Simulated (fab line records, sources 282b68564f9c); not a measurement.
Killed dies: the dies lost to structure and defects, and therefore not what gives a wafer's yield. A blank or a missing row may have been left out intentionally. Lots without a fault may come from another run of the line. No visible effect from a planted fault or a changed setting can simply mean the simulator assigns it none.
fab line records	flow rit-cmos
record: lots: 6	wafers: 18	last-day: 8
route steps=202 shown PSD@150 SDANNEAL@153 NSD@158 PLDD@159 NLDD@160 SILICIDE@161 M1@202
lots with no fault: from the same line, run without faults
start-h: the number of hours between the record's first day and the start of the first shown wafer of the lot	wait-h: time in hours since the lot's previous step	" repeats the value in the row above	L1.1+2: one row covering several wafers at once	- no value, or no start given	* or withheld: withheld	< > ~ a bound
route shown NAME@n: a module of which the file shows steps, and the number in the route of the first	usual: average and standard deviation across the fault-free wafers	same: alike in all rows	chamber/n: place in a boat	sites: readings site by site	_std_site: the values' standard deviation	_edge_site: the outer-site mean with the inner-site mean subtracted	radius-mm: for every site, how far away it sits from the centre of the wafer	mask NAME#n: copy n	behind: tool/chamber where the wafer was last shaped	hold: reason for holding the lot/hours on hold/outcome of the hold	device: the n, p or np transistor that did not switch	end of line: tests run on the same wafers once the route is complete	where a step has no rows: the recipe by itself	killed: dies that structure and defects cost at the first sort, which is not the same as the wafer's yield	map: the dies of a wafer, with x for killed, . for not killed, _ for no die there
set.NAME: the run value of the setting; set.NAME@STEP: its run value at that earlier step	model.NAME: the simulator's own value behind a step, which no gauge read
certain route steps with their lots: each step a table, each wafer a row
services: the hour from which a tool's chamber was out of use, counted from the record's first day as start-h (under 0 if before that day), plus the number of hours and why
== steps ==
step: RIT_PSD_IMPLANT_08
recipe: species: BF2	energy-kev: 27.24	dose-cm2: 5e+15	tilt-deg: 7
step: RIT_PSD_STRIP_09
recipe: chemistry: O2	time-s: 180	resist: NOVOLAK	platen-temp-c: withheld	power-w: 500	pressure-mtorr: 4000	o2-flow-sccm: 4000
usual: drypump-motor-current-A: 6.3/0.59
lot.wafer	tool	chamber	start-h	wait-h	drypump-motor-current-A	rf-hours-counter-h
L429.1	plasma-asher-02	0	102.34	0.1	6.5	45
L429.3	"	1	"	"	6.8	-
L429.6	"	1	"	"	6.8	-
L430.1	plasma-asher-02	1	109.62	0.1	6.8	46
L430.2	"	0	"	"	6.5	46
L430.4	"	1	"	"	6.8	-
L438.1	plasma-asher-04	1	157.81	0.1	5.0	50
L438.4	"	0	"	"	6.6	-
L438.6	"	0	"	"	6.5	-
L439.2	plasma-asher-02	0	158.06	0.1	6.5	51
L439.3	"	0	"	"	6.5	-
L439.5	"	0	"	"	6.5	-
L442.1	plasma-asher-01	0	169.34	0.1	6.7	38
L442.5	"	1	"	"	5.8	-
L442.6	"	0	"	"	6.8	-
L444.1	plasma-asher-01	0	173.83	0.1	6.8	38
L444.2	"	1	"	"	5.8	38
L444.5	"	1	"	"	5.7	-
step: RIT_PSD_TW_MEAS_10
usual: PSD_TW: 3459/20
lot.wafer	tool	chamber	start-h	wait-h	PSD_TW
L429.1	film-metro-01	-	102.51	0.1	3455
L429.3	"	-	"	"	3482
L429.6	"	-	"	"	3465
L430.1	film-metro-02	-	109.79	0.1	3420
L430.2	"	-	"	"	3429
L430.4	"	-	"	"	3444
L438.1	film-metro-02	-	157.99	0.1	3475
L438.4	"	-	"	"	3459
L438.6	"	-	"	"	3460
L439.2	film-metro-02	-	158.24	0.1	3454
L439.3	"	-	"	"	3447
L439.5	"	-	"	"	3440
L442.1	film-metro-02	-	169.52	0.1	3438
L442.5	"	-	"	"	3450
L442.6	"	-	"	"	3433
L444.1	film-metro-01	-	174.01	0.1	3461
L444.2	"	-	"	"	3466
L444.5	"	-	"	"	3456
step: RIT_SDANNEAL_CLEAN_00
recipe: chemistry: SC1	mix: 3:3:50	time-s: 600	temp-c: 75
step: RIT_SDANNEAL_CLEAN_01
recipe: chemistry: dHF	dilution: 50:1	time-s: 30
step: RIT_SDANNEAL_CLEAN_02
recipe: chemistry: SC2	mix: 3:3:50	time-s: 600	temp-c: 75	dry: n2-spin
step: RIT_SDANNEAL_RTA_03
recipe: temp-c: 1050	time-s: 5	idle-temp-c: 600	ramp-up-c-per-s: 342	ramp-down-c-per-s: 171	cool-to-c: 600	ambient: N2
usual: ramp-up-c-per-s: 342.00/0.062	wafer_temp_C_max: 1053.5/1.1
lot.wafer	tool	chamber	start-h	wait-h	ramp-up-c-per-s	wafer_temp_C_max
L429.1	rtp-anneal-02	0	102.94	0.0	342.02	1054.4
L429.3	"	0	"	"	342.00	1052.8
L429.6	"	0	"	"	341.94	1052.8
L430.1	rtp-anneal-01	0	110.24	0.0	342.06	1052.9
L430.2	"	0	"	"	341.94	1053.0
L430.4	"	0	"	"	341.97	1052.4
L438.1	rtp-anneal-01	0	158.48	0.0	341.94	1053.4
L438.4	"	0	"	"	342.04	1052.7
L438.6	"	0	"	"	342.03	1053.6
L439.2	rtp-anneal-02	0	158.70	0.0	341.99	1052.5
L439.3	"	0	"	"	342.07	1053.9
L439.5	"	0	"	"	341.98	1053.9
L442.1	rtp-anneal-01	0	170.14	0.0	341.94	1051.8
L442.5	"	0	"	"	342.06	1053.6
L442.6	"	0	"	"	342.02	1051.5
L444.1	rtp-anneal-01	0	174.47	0.0	342.03	1053.4
L444.2	"	0	"	"	341.94	1053.5
L444.5	"	0	"	"	341.94	1053.5
step: RIT_SDANNEAL_RS_MEAS_04
recipe: thk-meas-gauge: four-point-probe
usual: PSD_RS: 115.44/0.29
lot.wafer	tool	chamber	start-h	wait-h	PSD_RS[ohm/sq]
L429.1	film-metro-04	-	103.00	0.0	115.49
L429.3	"	-	"	"	115.09
L429.6	"	-	"	"	115.21
L430.1	film-metro-02	-	110.29	0.0	114.91
L430.2	"	-	"	"	115.13
L430.4	"	-	"	"	115.27
L438.1	film-metro-02	-	158.54	0.0	115.20
L438.4	"	-	"	"	115.70
L438.6	"	-	"	"	115.04
L439.2	film-metro-01	-	158.79	0.1	115.15
L439.3	"	-	"	"	115.41
L439.5	"	-	"	"	115.51
L442.1	film-metro-02	-	170.19	0.0	115.57
L442.5	"	-	"	"	115.27
L442.6	"	-	"	"	115.17
L444.1	film-metro-01	-	174.52	0.0	115.57
L444.2	"	-	"	"	116.28
L444.5	"	-	"	"	116.13
step: RIT_SDANNEAL_RS_MEAS_05
recipe: thk-meas-gauge: four-point-probe
usual: NSD_RS: 84.5/0.3
lot.wafer	tool	chamber	start-h	wait-h	NSD_RS[ohm/sq]
L429.1	film-metro-04	-	103.12	0.1	84.3
L429.3	"	-	"	"	84.5
L429.6	"	-	"	"	84.3
L430.1	film-metro-02	-	110.41	0.1	85.0
L430.2	"	-	"	"	84.7
L430.4	"	-	"	"	84.9
L438.1	film-metro-02	-	158.66	0.1	84.7
L438.4	"	-	"	"	84.4
L438.6	"	-	"	"	84.8
L439.2	film-metro-01	-	158.91	0.1	84.0
L439.3	"	-	"	"	83.9
L439.5	"	-	"	"	84.2
L442.1	film-metro-02	-	170.31	0.1	85.0
L442.5	"	-	"	"	84.3
L442.6	"	-	"	"	84.9
L444.1	film-metro-01	-	174.64	0.1	84.5
L444.2	"	-	"	"	84.8
L444.5	"	-	"	"	84.6
step: RIT_SDANNEAL_RS_MEAS_06
recipe: thk-meas-gauge: four-point-probe
usual: PLDD_RS: 179.6/0.48
lot.wafer	tool	chamber	start-h	wait-h	PLDD_RS[ohm/sq]
L429.1	film-metro-04	-	103.24	0.1	179.3
L429.3	"	-	"	"	178.9
L429.6	"	-	"	"	179.6
L430.1	film-metro-02	-	110.53	0.1	179.2
L430.2	"	-	"	"	179.3
L430.4	"	-	"	"	179.8
L438.1	film-metro-02	-	158.78	0.1	180.0
L438.4	"	-	"	"	180.6
L438.6	"	-	"	"	180.1
L439.2	film-metro-01	-	159.03	0.1	179.5
L439.3	"	-	"	"	180.1
L439.5	"	-	"	"	180.1
L442.1	film-metro-02	-	170.43	0.1	179.2
L442.5	"	-	"	"	180.0
L442.6	"	-	"	"	179.9
L444.1	film-metro-01	-	174.76	0.1	179.7
L444.2	"	-	"	"	180.2
L444.5	"	-	"	"	180.4
step: RIT_SDANNEAL_RS_MEAS_07
recipe: thk-meas-gauge: four-point-probe
usual: NLDD_RS: 150.4/0.52
lot.wafer	tool	chamber	start-h	wait-h	NLDD_RS[ohm/sq]
L429.1	film-metro-04	-	103.36	0.1	149.9
L429.3	"	-	"	"	149.9
L429.6	"	-	"	"	149.5
L430.1	film-metro-02	-	110.65	0.1	150.5
L430.2	"	-	"	"	150.1
L430.4	"	-	"	"	150.2
L438.1	film-metro-02	-	158.90	0.1	150.5
L438.4	"	-	"	"	149.8
L438.6	"	-	"	"	150.0
L439.2	film-metro-01	-	159.15	0.1	149.5
L439.3	"	-	"	"	149.4
L439.5	"	-	"	"	149.4
L442.1	film-metro-02	-	170.55	0.1	150.8
L442.5	"	-	"	"	150.4
L442.6	"	-	"	"	150.8
L444.1	film-metro-01	-	174.88	0.1	151.3
L444.2	"	-	"	"	150.8
L444.5	"	-	"	"	151.4
step: RIT_SILICIDE_WET_ETCH_00
recipe: chemistry: BOE	target: SiO2	target-depth-nm: 14	time-s: 15	dry: n2-spin	dilution: 10:1	temp-c: 21.5
step: RIT_SILICIDE_SPUTTER_01
recipe: material: Ti	target-thk-nm: 30	power-w: 350	chamber-pressure-pa: 0.667	gas: Ar	time-s: 240	substrate-temp-c: 25
usual: cathode-dc-power-W: 350.01/0.062	throttle-valve-pct: 30.0/0.71
lot.wafer	tool	chamber	start-h	wait-h	cathode-dc-power-W	throttle-valve-pct	model.Ti_of_SILICIDE_SPUTTER_01.thk-nm
L429.1	pvd-sputter-02	-	103.49	0.0	349.93	29.4	29.51
L429.3	"	-	"	"	349.96	31.0	30.13
L429.6	"	-	"	"	349.89	30.4	29.57
L430.1	pvd-sputter-03	-	110.79	0.0	350.04	30.0	29.1
L430.2	"	-	"	"	349.90	31.3	29.44
L430.4	"	-	"	"	349.98	30.2	29.21
L438.1	pvd-sputter-02	-	159.03	0.0	349.97	30.6	29.39
L438.4	"	-	"	"	350.02	29.6	29.65
L438.6	"	-	"	"	350.08	29.6	29.24
L439.2	pvd-sputter-03	-	159.26	0.0	318.24	30.0	27.09
L439.3	"	-	"	"	318.13	30.3	26.91
L439.5	"	-	"	"	318.21	29.8	27.04
L442.1	pvd-sputter-03	-	170.69	0.0	318.21	31.1	27.69
L442.5	"	-	"	"	318.24	29.9	27.63
L442.6	"	-	"	"	318.25	29.2	27.56
L444.1	pvd-sputter-02	-	175.02	0.0	349.98	30.3	29.97
L444.2	"	-	"	"	349.97	29.3	30.17
L444.5	"	-	"	"	350.07	30.2	29.94
step: RIT_SILICIDE_RS_MEAS_02
recipe: thk-meas-gauge: four-point-probe	reads: Ti_of_SILICIDE_SPUTTER_01
usual: SILICIDE_TI_RS: 48.0/0.82
lot.wafer	tool	chamber	start-h	wait-h	hold	SILICIDE_TI_RS[ohm/sq]
L429.1	film-metro-01	-	103.64	0.1	-	48.9
L429.3	"	-	"	"	-	47.7
L429.6	"	-	"	"	-	48.8
L430.1	film-metro-01	-	110.94	0.1	-	49.8
L430.2	"	-	"	"	-	49.1
L430.4	"	-	"	"	-	49.6
L438.1	film-metro-02	-	159.18	0.1	-	49.2
L438.4	"	-	"	"	-	48.6
L438.6	"	-	"	"	-	49.5
L439.2	film-metro-01	-	159.43	0.1	await-dispo/0.2h/release	54.4
L439.3	"	-	"	"	await-dispo/0.2h/release	54.9
L439.5	"	-	"	"	await-dispo/0.2h/release	54.6
L439.2	film-metro-01	-	159.72	0.3	-	55.0
L439.3	"	-	"	"	-	55.5
L439.5	"	-	"	"	-	55.1
L442.1	film-metro-03	-	170.84	0.1	await-dispo/0.2h/release	53.0
L442.5	"	-	"	"	await-dispo/0.2h/release	53.1
L442.6	"	-	"	"	await-dispo/0.2h/release	53.4
L442.1	film-metro-03	-	171.16	0.3	-	53.4
L442.5	"	-	"	"	-	53.5
L442.6	"	-	"	"	-	53.7
L444.1	film-metro-01	-	175.17	0.1	-	48.0
L444.2	"	-	"	"	-	47.5
L444.5	"	-	"	"	-	48.1
step: RIT_SILICIDE_THK_MEAS_03
recipe: thk-meas-gauge: xrf	reads: Ti_of_SILICIDE_SPUTTER_01
usual: SILICIDE_TI_THK: 29.6/0.43
lot.wafer	tool	chamber	start-h	wait-h	hold	SILICIDE_TI_THK[nm]
L429.1	film-metro-01	-	103.76	0.1	-	29.0
L429.3	"	-	"	"	-	29.5
L429.6	"	-	"	"	-	29.2
L430.1	film-metro-01	-	111.06	0.1	-	28.6
L430.2	"	-	"	"	-	29.0
L430.4	"	-	"	"	-	28.7
L438.1	film-metro-02	-	159.30	0.1	-	29.1
L438.4	"	-	"	"	-	29.1
L438.6	"	-	"	"	-	28.9
L439.2	film-metro-01	-	160.63	0.9	await-dispo/0.2h/release	26.6
L439.3	"	-	"	"	await-dispo/0.2h/release	26.3
L439.5	"	-	"	"	await-dispo/0.2h/release	26.5
L439.2	film-metro-01	-	160.86	0.2	-	26.5
L439.3	"	-	"	"	-	26.3
L439.5	"	-	"	"	-	26.7
L444.1	film-metro-01	-	175.29	0.1	-	29.4
L444.2	"	-	"	"	-	29.5
L444.5	"	-	"	"	-	29.3
L442.1	film-metro-03	-	182.09	10.9	await-dispo/0.2h/release	27.4
L442.5	"	-	"	"	await-dispo/0.2h/release	27.3
L442.6	"	-	"	"	await-dispo/0.2h/release	27.3
L442.1	film-metro-03	-	182.31	0.2	-	27.4
L442.5	"	-	"	"	-	27.4
L442.6	"	-	"	"	-	27.2
step: RIT_SILICIDE_RTA_04
recipe: temp-c: 650	time-s: 10	idle-temp-c: 25	ramp-up-s: 5	ramp-down-s: 5	cool-to-c: 25	ambient: N2
usual: wafer_temp_C_max: 653.3/0.68
lot.wafer	tool	chamber	start-h	wait-h	hold	wafer_temp_C_max
L429.1	rtp-anneal-01	0	103.82	0.1	-	653.7
L429.3	"	0	"	"	-	653.6
L429.6	"	0	"	"	-	653.7
L430.1	rtp-anneal-02	0	111.12	0.1	-	652.7
L430.2	"	0	"	"	-	654.8
L430.4	"	0	"	"	-	653.5
L438.1	rtp-anneal-01	0	159.36	0.1	-	653.3
L438.4	"	0	"	"	-	654.7
L438.6	"	0	"	"	-	653.7
L439.2	rtp-anneal-01	0	163.92	3.1	await-dispo/3.0h/release	652.7
L439.3	"	0	"	"	await-dispo/3.0h/release	652.4
L439.5	"	0	"	"	await-dispo/3.0h/release	652.7
L444.1	rtp-anneal-02	0	175.35	0.1	-	652.6
L444.2	"	0	"	"	-	653.0
L444.5	"	0	"	"	-	653.8
L442.1	rtp-anneal-02	0	185.79	3.5	await-dispo/3.4h/release	652.9
L442.5	"	0	"	"	await-dispo/3.4h/release	652.2
L442.6	"	0	"	"	await-dispo/3.4h/release	652.0
step: RIT_M1_PROBE_99
usual: killed-at-front-end: 7.1/2.8	killed-dies: 7.1/2.9	killed-open: 3.4/2	killed-short: 3.6/2.1
same: gross-dies: 264	killed_at_M0_to_M3: 0	killed_at_M4_up: 0	killed-at-back-side: 0	killed-at-contacts: 0	killed-at-other: 0
lot.wafer	tool	chamber	start-h	wait-h	killed-at-front-end	killed-dies	killed-open	killed-short
L430.1	prober-01	-	118.87	0.1	9	9	4	5
L430.2	prober-01	-	118.92	0.1	8	8	6	2
L430.4	prober-01	-	119.02	0.2	6	6	3	3
L439.2	prober-01	-	172.46	0.1	4	4	1	3
L439.3	prober-01	-	172.51	0.2	8	8	4	4
L439.5	prober-01	-	172.61	0.2	10	10	2	8
L442.1	prober-01	-	192.25	0.1	13	13	11	2
L442.5	prober-01	-	192.45	0.2	9	9	2	7
L442.6	prober-01	-	192.50	0.2	3	3	0	3
killed by level:class
L430.1 GATE:geometric-particle:open=4 SILICIDE:geometric-particle:short=2 FOX1:geometric-particle:short=1 GATE:geometric-particle:short=1 REOX:geometric-particle:short=1
L430.2 GATE:geometric-particle:open=3 SPACER:geometric-particle:open=2 FOX2:geometric-particle:open=1 GATE:geometric-particle:short=1 SILICIDE:geometric-particle:short=1
L430.4 FOX1:geometric-particle:short=1 GATE:geometric-particle:open=1 REOX:geometric-particle:open=1 SPACER:geometric-particle:open=1 SPACER:geometric-particle:short=1 SILICIDE:geometric-particle:short=1
L439.2 GATE:geometric-particle:short=2 GATE:geometric-particle:open=1 SPACER:geometric-particle:short=1
L439.3 GATE:geometric-particle:short=3 FOX1:geometric-particle:short=1 FOX2:geometric-particle:open=1 GATE:geometric-particle:open=1 REOX:geometric-particle:open=1 SILICIDE:geometric-particle:open=1
L439.5 GATE:geometric-particle:short=4 FOX1:geometric-particle:short=1 FOX2:geometric-particle:short=1 GATE:geometric-particle:open=1 SPACER:geometric-particle:open=1 SPACER:geometric-particle:short=1 SILICIDE:geometric-particle:short=1
L442.1 FOX1:geometric-particle:open=4 SPACER:geometric-particle:open=4 GATE:geometric-particle:open=2 FOX1:geometric-particle:short=1 SILICIDE:geometric-particle:short=1 SILICIDE:geometric-particle:open=1
L442.5 FOX1:geometric-particle:short=2 SPACER:geometric-particle:short=2 FOX2:geometric-particle:open=1 FOX2:geometric-particle:short=1 GATE:geometric-particle:short=1 SPACER:geometric-particle:open=1 SILICIDE:geometric-particle:short=1
L442.6 GATE:geometric-particle:short=2 FOX1:geometric-particle:short=1
== services ==
tool	chamber	start-h	hours	kind
pvd-sputter-02	-	79.23	0.6	repair
pvd-sputter-03	-	92.52	4.0	repair
plasma-asher-04	-	125.04	1.7	repair
plasma-asher-02	-	126.86	2.8	pm
plasma-asher-01	-	132.82	4.3	pm
pvd-sputter-03	-	134.70	8.4	repair
== key ==
first-sign: step: RIT_SILICIDE_SPUTTER_01	reading: cathode-dc-power-W	direction: down	sigmas: 99+	usual: 350.01	struck: 318.21
effect: step: RIT_SILICIDE_RS_MEAS_02	reading: visit	direction: added
effect: step: RIT_SILICIDE_RS_MEAS_02	reading: SILICIDE_TI_RS	direction: up	sigmas: 7.2	usual: 48.0	struck: 53.9
effect: step: RIT_SILICIDE_THK_MEAS_03	reading: visit	direction: added
effect: step: RIT_SILICIDE_THK_MEAS_03	reading: SILICIDE_TI_THK	direction: down	sigmas: 6.2	usual: 29.6	struck: 26.9
model-effect: step: RIT_SILICIDE_SPUTTER_01	value: Ti_of_SILICIDE_SPUTTER_01.thk-nm	without: 30.04	struck: 27.32
met-at RIT_SILICIDE_SPUTTER_01
struck-wafers L439.2,L439.3,L439.5,L442.1,L442.5,L442.6
tester-left-out L439,L442
onset-between 110.79 159.26
earlier-fault: kind: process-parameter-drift	tool: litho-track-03	chamber: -	onset-h: 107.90	steps: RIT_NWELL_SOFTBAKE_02	channel: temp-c	offset: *	shape: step	end-h: 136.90	acts-in: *	stated: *
fault: kind: process-parameter-drift	tool: pvd-sputter-03	chamber: -	onset-h: 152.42	steps: RIT_SILICIDE_SPUTTER_01	channel: power-w	offset: -31.815	shape: step	end-h: 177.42	acts-in: these-recipes-only	stated: 350
tester-left-out: of these lots the tester's yield and bins aren't shown, on N5 and GAA mostly nor the transistor test; their killed dies are dies lost to structure and defects alone, not to doping, threshold or leakage, so they don't give the yield
